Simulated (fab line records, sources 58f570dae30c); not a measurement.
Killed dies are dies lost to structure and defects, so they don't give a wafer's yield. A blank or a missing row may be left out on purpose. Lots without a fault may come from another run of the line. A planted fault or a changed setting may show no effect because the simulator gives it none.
fab line records | flow berkeley_cmos170
record lots=14 wafers=42 last_day=11
route steps=331 shown PWELL@49
lots that met no fault: from a run of the same line without faults
start_h: hours from the record's first day to the start of the lot's first wafer shown | wait_h: hours since the lot's step before | " the same as in the row above | L1.1+2: a row that stands for several wafers | - no value, or no start given | * or withheld: withheld | < > ~ a bound
route shown NAME@n: a module of which the file shows steps, and the number in the route of the first | usual: mean/standard deviation of fault-free wafers | same: alike in all rows | chamber/n: place in a boat | sites: the reading at each site | _std_site: their standard deviation | _edge_site: outer sites' mean less inner sites' | radius_mm: how far each site lies from the wafer's centre | mask NAME#n: copy n | behind: the tool/chamber that last shaped the wafer | hold: why the lot was held/for how many hours/how that ended | device: the transistor (n, p or np) that didn't switch | end of line: the same wafers' tests at the end of the route | a step without rows: its recipe alone | killed: dies lost to structure and defects at the first sort, not the wafer's yield | map: a wafer's dies, x killed, . not, _ none there
set.NAME: the setting as run; set.NAME@STEP: as run at that earlier step | model.NAME: the simulator's own value behind a step, which no gauge read
steps of the route over a sample of lots; a table a step, a row a wafer
services: from which hour (start_h, from the record's first day; less than 0 if before it) a tool's chamber was out of use, for how many hours, and why
## steps
# step UCB170_PWELL_IMPLANT_15
# recipe species=B dose_cm2=5.073e+12 energy_kev=60 tilt_deg=7
# usual tilt_deg=6.994/0.019
# columns lot.wafer tool chamber start_h wait_h tilt_deg
L964.2 implanter-01 0 45.11 0.1 6.994
L964.4 " 0 " " 6.981
L964.6 " 0 " " 6.994
L964.2 implanter-01 0 45.61 0.5 6.998
L964.4 " 0 " " 6.998
L964.6 " 0 " " 7.003
L966.3 implanter-04 0 63.27 0.1 6.979
L966.4 " 0 " " 7.004
L966.5 " 0 " " 6.973
L966.3 implanter-04 0 63.59 0.3 7.012
L966.4 " 0 " " 7.032
L966.5 " 0 " " 6.991
L967.3 implanter-01 0 65.48 0.1 7.018
L967.4 " 0 " " 7.007
L967.5 " 0 " " 7.007
L970.2 implanter-01 0 75.24 0.1 7.012
L970.4 " 0 " " 6.982
L970.6 " 0 " " 6.970
L975.2 implanter-01 0 103.13 0.1 7.005
L975.4 " 0 " " 7.013
L975.6 " 0 " " 7.027
L979.2 implanter-01 0 117.65 0.1 6.959
L979.3 " 0 " " 6.977
L979.6 " 0 " " 6.948
L978.4 implanter-04 0 117.81 0.1 6.998
L978.5 " 0 " " 7.001
L978.6 " 0 " " 6.983
L980.4 implanter-04 0 126.91 0.1 6.975
L980.5 " 0 " " 7.003
L980.6 " 0 " " 7.001
L981.3 implanter-02 0 130.18 0.1 6.980
L981.4 " 0 " " 7.008
L981.5 " 0 " " 7.020
L982.3 implanter-04 0 139.35 0.1 6.964
L982.4 " 0 " " 6.987
L982.5 " 0 " " 6.962
L983.1 implanter-02 0 143.93 0.1 6.947
L983.4 " 0 " " 6.967
L983.5 " 0 " " 6.981
L984.2 implanter-01 0 143.99 0.1 6.985
L984.4 " 0 " " 6.986
L984.5 " 0 " " 6.983
L985.2 implanter-04 0 150.92 0.1 7.010
L985.4 " 0 " " 6.997
L985.6 " 0 " " 7.020
L987.1 implanter-02 0 157.25 0.1 6.988
L987.2 " 0 " " 7.001
L987.5 " 0 " " 6.990
# step UCB170_PWELL_TW_MEAS_17
# usual PWELL_TW=377/4.3
# columns lot.wafer tool chamber start_h wait_h PWELL_TW
L964.2 film_metro-02 - 46.04 0.1 473
L964.4 " - " " 471
L964.6 " - " " 472
L966.3 film_metro-04 - 63.81 0.1 471
L966.4 " - " " 471
L966.5 " - " " 472
L967.3 film_metro-04 - 65.70 0.1 383
L967.4 " - " " 381
L967.5 " - " " 383
L970.2 film_metro-04 - 75.47 0.1 378
L970.4 " - " " 379
L970.6 " - " " 379
L975.2 film_metro-02 - 103.36 0.1 379
L975.4 " - " " 379
L975.6 " - " " 380
L979.2 film_metro-02 - 117.88 0.1 381
L979.3 " - " " 378
L979.6 " - " " 380
L978.4 film_metro-04 - 118.02 0.1 378
L978.5 " - " " 381
L978.6 " - " " 381
L980.4 film_metro-04 - 127.12 0.1 381
L980.5 " - " " 379
L980.6 " - " " 381
L981.3 film_metro-02 - 130.40 0.1 380
L981.4 " - " " 377
L981.5 " - " " 380
L982.3 film_metro-01 - 139.57 0.1 370
L982.4 " - " " 372
L982.5 " - " " 373
L983.1 film_metro-01 - 144.18 0.1 372
L983.4 " - " " 371
L983.5 " - " " 371
L984.2 film_metro-04 - 144.22 0.1 381
L984.4 " - " " 379
L984.5 " - " " 380
L985.2 film_metro-02 - 151.16 0.1 380
L985.4 " - " " 380
L985.6 " - " " 380
L987.1 film_metro-04 - 157.50 0.1 380
L987.2 " - " " 380
L987.5 " - " " 381
## services
# columns tool chamber start_h hours kind
implanter-02 - 25.95 1.5 repair
implanter-04 - 43.97 1.6 repair
implanter-01 - 68.59 1.6 repair
implanter-04 - 90.38 2.6 pm
implanter-02 - 133.02 2.4 repair
implanter-01 - 135.85 4.1 pm
implanter-01 - 140.43 3.5 repair
## key
first_sign step=UCB170_PWELL_IMPLANT_15 reading=visit direction=added
effect step=UCB170_PWELL_TW_MEAS_17 reading=PWELL_TW direction=up sigmas=22 usual=377 struck=472
met_at UCB170_PWELL_IMPLANT_15
struck_lots L964,L966
tester_left_out L964,L966
fault kind=repeated_step_whole tool=implanter-01,implanter-02,implanter-04 chamber=- onset_h=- steps=UCB170_PWELL_IMPLANT_15 times=1 scope=struck_lots_only
# tester_left_out: of these lots the tester's yield and bins aren't shown, on N5 and GAA mostly nor the transistor test; their killed dies are dies lost to structure and defects alone, not to doping, threshold or leakage, so they don't give the yield
